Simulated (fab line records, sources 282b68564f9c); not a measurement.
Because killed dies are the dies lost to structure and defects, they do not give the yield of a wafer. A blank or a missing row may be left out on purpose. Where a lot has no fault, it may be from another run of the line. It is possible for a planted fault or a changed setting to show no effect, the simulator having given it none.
Which of the tools did it? + flow ritCmos + 14 lots, 42 wafers sampled, at 2 steps of a route of 202

## WHAT THE GAUGES SHOWED, per wafer
RIT_SILICIDE_RS_MEAS_02: measures by four-point-probe.
| lot  | measured    | on           | SILICIDE_TI_RS (ohm/sq) |
|------|-------------|--------------|-------------------------|
| L220 | day 3 07:10 | filmMetro-03 | 48.2 48.6 48.2          |
| L221 | day 3 12:42 | filmMetro-02 | 47.3 47.7 47.0          |
| L222 | day 3 17:43 | filmMetro-01 | 48.3 48.0 47.9          |
| L223 | day 3 23:43 | filmMetro-01 | 47.4 47.6 47.1          |
| L225 | day 4 09:07 | filmMetro-03 | 48.2 48.4 48.7          |
| L226 | day 4 13:52 | filmMetro-02 | 47.9 47.5 47.5          |
| L228 | day 5 00:25 | filmMetro-01 | 48.2 48.4 48.9          |
| L230 | day 5 10:23 | filmMetro-02 | 48.0 48.2 47.8          |
| L231 | day 5 14:08 | filmMetro-03 | 50.0 49.5 49.1          |
| L235 | day 6 11:04 | filmMetro-01 | 38.4 48.3 48.2          |
| L236 | day 6 17:47 | filmMetro-03 | 47.6 47.7 47.5          |
| L237 | day 6 21:20 | filmMetro-02 | 38.0 47.8 48.0          |
| L238 | day 7 00:38 | filmMetro-03 | 48.4 48.1 48.1          |
| L242 | day 7 22:11 | filmMetro-02 | 47.8 48.5 47.6          |

## TOOL THAT RAN EACH LOT (tool first, then ch and the chambers of the sampled wafers, then the start)
| lot  | RIT_SILICIDE_SPUTTER_01    |
|------|----------------------------|
| L220 | pvdSputter-02, day 3 06:59 |
| L221 | pvdSputter-03, day 3 12:33 |
| L222 | pvdSputter-02, day 3 17:34 |
| L223 | pvdSputter-03, day 3 23:34 |
| L225 | pvdSputter-03, day 4 08:56 |
| L226 | pvdSputter-02, day 4 13:43 |
| L228 | pvdSputter-02, day 5 00:15 |
| L230 | pvdSputter-02, day 5 10:13 |
| L231 | pvdSputter-04, day 5 13:59 |
| L235 | pvdSputter-04, day 6 10:55 |
| L236 | pvdSputter-02, day 6 17:37 |
| L237 | pvdSputter-04, day 6 21:10 |
| L238 | pvdSputter-02, day 7 00:26 |
| L242 | pvdSputter-02, day 7 22:00 |
- RIT_SILICIDE_SPUTTER_01: material Ti, target thk 30 nm, time 240 s.

## AS READ BY THE TOOLS THEMSELVES (means over the sampled wafers that have a number; for cases with no such wafer, the mark the record gives instead)
RIT_SILICIDE_SPUTTER_01.
| lot  | tool          | chamberPressurePa (Pa) | throttleValvePct (%) |
|------|---------------|------------------------|----------------------|
| L220 | pvdSputter-02 | 0.6663                 | 30.5                 |
| L221 | pvdSputter-03 | 0.6667                 | 29.6                 |
| L222 | pvdSputter-02 | 0.6670                 | 30.4                 |
| L223 | pvdSputter-03 | 0.6673                 | 30.6                 |
| L225 | pvdSputter-03 | 0.6674                 | 30.4                 |
| L226 | pvdSputter-02 | 0.6664                 | 30.3                 |
| L228 | pvdSputter-02 | 0.6687                 | 29.9                 |
| L230 | pvdSputter-02 | 0.6665                 | 30.4                 |
| L231 | pvdSputter-04 | 0.6668                 | 30.1                 |
| L235 | pvdSputter-04 | 0.6432                 | 30.7                 |
| L236 | pvdSputter-02 | 0.6664                 | 30.9                 |
| L237 | pvdSputter-04 | 0.6432                 | 30.8                 |
| L238 | pvdSputter-02 | 0.6659                 | 31.3                 |
| L242 | pvdSputter-02 | 0.6680                 | 29.8                 |

## THE ANSWER, worked out from the rows above alone
Rule: what is usual is taken from the lots themselves. The widest of any qualifying gaps counts: lots, ordered by their means at a reading, are off when they make up no more than a third of the lots, leave a main group of 4 or more, and stand apart from it by 3 or more times the standard deviation of that group's means. A main group whose means are all the same, to the digits that the tables above print for the reading, isn't used. A lot without any number at a reading at which 4 lots or more have one is off too. The other lots that the step has rows for count as sound. After the gauges, taken in route order, come the tools' own readings; for these a lot's mean is taken, as printed above. At the first step where some lot is off, the reading lying furthest off is the one used; lots without a number count as furthest.
Off: L235, L237, seen at RIT_SILICIDE_RS_MEAS_02 (SILICIDE_TI_RS). The main group: mean 48.1 ohm/sq, standard deviation 0.58.
A tool fits if, at a process step before that reading, it ran every lot that is off, and no sound lot after the first of them. Not tried: the gauges at RIT_SILICIDE_RS_MEAS_02; whatever is off there is also off at RIT_SILICIDE_SPUTTER_01, on other tools, and gauge error can't account for it. One fits: RIT_SILICIDE_SPUTTER_01 on pvdSputter-04. A fault onset in the window from L231 (day 5 13:59, its last sound lot) to L235 (day 6 10:55, its first lot off) fits.
The tool's own readings at RIT_SILICIDE_SPUTTER_01 bear it out: on the lots that are off they differ by more than 5 times the standard deviation of the sound lots' means. chamberPressurePa reads 0.6432 Pa there against 0.6670 Pa on the sound lots.

## WHAT THE SIMULATOR PUT IN
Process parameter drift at RIT_SILICIDE_SPUTTER_01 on pvdSputter-04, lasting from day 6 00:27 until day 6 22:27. The setting chamberPressurePa was moved by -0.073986, starting from 0.667. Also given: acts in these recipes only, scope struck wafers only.
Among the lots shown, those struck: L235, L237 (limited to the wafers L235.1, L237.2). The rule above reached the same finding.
